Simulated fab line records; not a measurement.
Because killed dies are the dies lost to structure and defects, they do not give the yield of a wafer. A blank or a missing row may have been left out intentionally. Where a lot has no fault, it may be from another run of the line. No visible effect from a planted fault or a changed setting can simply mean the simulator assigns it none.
2 desks, one fault    flow ritCmos    each desk has only its own numbers; what lay behind them comes last

== TOOL OWNER'S DESK, implanter-03 ==
The tool's own readings at RIT_PRETRO_IMPLANT_08, given as means over the sampled wafers that have a number, one for each lot that went through this tool. If a lot's mean is further than 4 standard deviations from the usual mean, the lot is out of limits and carries the mark OUT (the distance appears in the brackets).
Columns: A = beamEnergyKeV at RIT_PRETRO_IMPLANT_08, usual 45.001; B = faradayCurrentUA at RIT_PRETRO_IMPLANT_08, usual 38.3
lot   first seen here  A                         B
L665  day 2 21:58      44.994                    38.3
L673  day 4 15:46      44.994                    39.1
L676  day 5 06:45      45.004                    38.2
L681  day 6 06:34      54.890 (+99 or more) OUT  38.1
L682  day 6 11:00      54.897 (+99 or more) OUT  39.0
This desk finds L681, L682 out of limits, L681 being first, at day 6 06:34 (beamEnergyKeV at RIT_PRETRO_IMPLANT_08). L665, L673, L676 stayed within limits.

== FROM THE METROLOGY DESK ==
Means of the sampled wafers that have a number, per lot and without regard to the tool the lot ran on: this is what the gauges read. If a lot's mean is further than 4 standard deviations from the usual mean, the lot is out of limits and carries the mark OUT (the distance appears in the brackets).
Columns: A = PRETRO_TW at RIT_PRETRO_TW_MEAS_10, usual 475
lot   first seen here  A
L662  day 2 08:47      475
L663  day 2 13:16      475
L665  day 2 22:17      473
L666  day 3 03:34      481
L667  day 3 10:26      473
L669  day 3 18:50      480
L670  day 3 23:07      481
L672  day 4 09:34      469
L673  day 4 16:05      470
L676  day 5 07:03      481
L679  day 5 22:13      469
L681  day 6 06:53      492
L682  day 6 11:20      487
L685  day 7 03:32      473
This desk's finding: nothing out of limits on any of the 14 lots.

== PUT TOGETHER ==
An alarm could have come from the tool owner's desk at day 6 06:34, on L681, L682.
Nothing out of limits was seen by the metrology desk.
The metrology desk holds a record of L681, L682, inside its limits.
Every lot named ran RIT_PRETRO_IMPLANT_08 on implanter-03.

== WHAT THE SIMULATOR HAD INSERTED ==
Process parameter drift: implanter-03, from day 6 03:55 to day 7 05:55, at RIT_PRETRO_IMPLANT_08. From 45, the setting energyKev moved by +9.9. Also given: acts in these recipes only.
Shown lots that were struck: L681, L682.
Time in hours from fault onset to the first out-of-limits reading at each desk: the tool owner's desk, 3.
